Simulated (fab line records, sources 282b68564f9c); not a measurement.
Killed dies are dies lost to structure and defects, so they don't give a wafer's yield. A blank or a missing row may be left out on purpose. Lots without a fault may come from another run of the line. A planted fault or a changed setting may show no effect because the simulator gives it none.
One fault seen from 2 desks | flow rit_cmos | each desk has only its own numbers; what lay behind them comes last

THE METROLOGY DESK
What the gauges read, lot by lot, whatever tool the lot ran on: means of the sampled wafers that have a number. A lot is out of limits, marked OUT, if its mean lies more than 4 standard deviations from the usual mean; the brackets give that distance.
Columns: A = FOX1_OXIDE_THK at RIT_FOX1_THK_MEAS_01, usual 352 nm; B = NWELL_OVL at RIT_NWELL_OVL_MEAS_06, usual 1.0 nm; C = NRETRO_TW at RIT_NRETRO_TW_MEAS_10, usual 1052
lot  | first seen here | A   | B    | C
L957 | day 2 00:26     | 350 | 1.1  | 1070
L958 | day 2 04:53     | 348 | 0.6  | 1039
L959 | day 2 08:43     | 359 | 0.0  | 1040
L960 | day 2 13:35     | 357 | 1.5  | 1043
L961 | day 2 20:23     | 348 | 1.5  | 1173 (+8.6) OUT
L962 | day 3 00:23     | 340 | 2.5  | 1193 (+10) OUT
L963 | day 3 05:22     | 343 | 0.2  | 1066
L972 | day 5 02:41     | 361 | 2.3  | 1069
L973 | day 5 07:17     | 364 | 2.4  | 1035
L974 | day 5 12:34     | 347 | -0.3 | 1041
L975 | day 5 18:20     | 355 | -0.0 | 1035
L977 | day 6 03:56     | 364 | 3.3  | 1065
L978 | day 6 08:07     | 352 | 1.2  | 1064
L979 | day 6 13:48     | 355 | -0.1 | 1072
This desk's finding: out of limits on L961, L962; first on L961, day 3 09:52 (NRETRO_TW at RIT_NRETRO_TW_MEAS_10). In limits: L957, L958, L959, L960, L963, L972, L973, L974, L975, L977, L978, L979.

THE TOOL OWNER'S DESK: implanter-03
The tool's own readings at RIT_NRETRO_IMPLANT_08: means of the sampled wafers that have a number, for each lot that ran on this tool. A lot is out of limits, marked OUT, if its mean lies more than 4 standard deviations from the usual mean; the brackets give that distance.
Columns: A = beam_on_s at RIT_NRETRO_IMPLANT_08, usual 10.02 s; B = dose_ions_cm2 at RIT_NRETRO_IMPLANT_08, usual 1e+13; C = faraday_current_uA at RIT_NRETRO_IMPLANT_08, usual 31.7
lot  | first seen here | A               | B     | C
L957 | day 2 13:32     | 10.15           | 1e+13 | 31.4
L959 | day 2 21:01     | 9.98            | 1e+13 | 31.7
L961 | day 3 09:32     | 14.10 (+21) OUT | 1e+13 | 22.5 (-16) OUT
L962 | day 3 13:52     | 14.40 (+23) OUT | 1e+13 | 22.0 (-17) OUT
L979 | day 7 03:22     | 9.96            | 1e+13 | 31.8
This desk's finding: out of limits on L961, L962; first on L961, day 3 09:32 (beam_on_s at RIT_NRETRO_IMPLANT_08). In limits: L957, L959, L979.

PUT TOGETHER
The tool owner's desk could have raised an alarm at day 3 09:32, on L961, L962.
The metrology desk could have raised an alarm at day 3 09:52, on L961, L962.
Of the lots named, all ran RIT_NRETRO_IMPLANT_08 on implanter-03.

WHAT THE SIMULATOR HAD PUT IN
Process parameter drift: implanter-03, from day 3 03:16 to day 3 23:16, at RIT_NRETRO_IMPLANT_08. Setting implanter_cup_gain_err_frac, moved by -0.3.
Lots struck among those shown: L961, L962.
Hours from the fault's start to each desk's first reading out of limits: the tool owner's desk, 6; the metrology desk, 7.
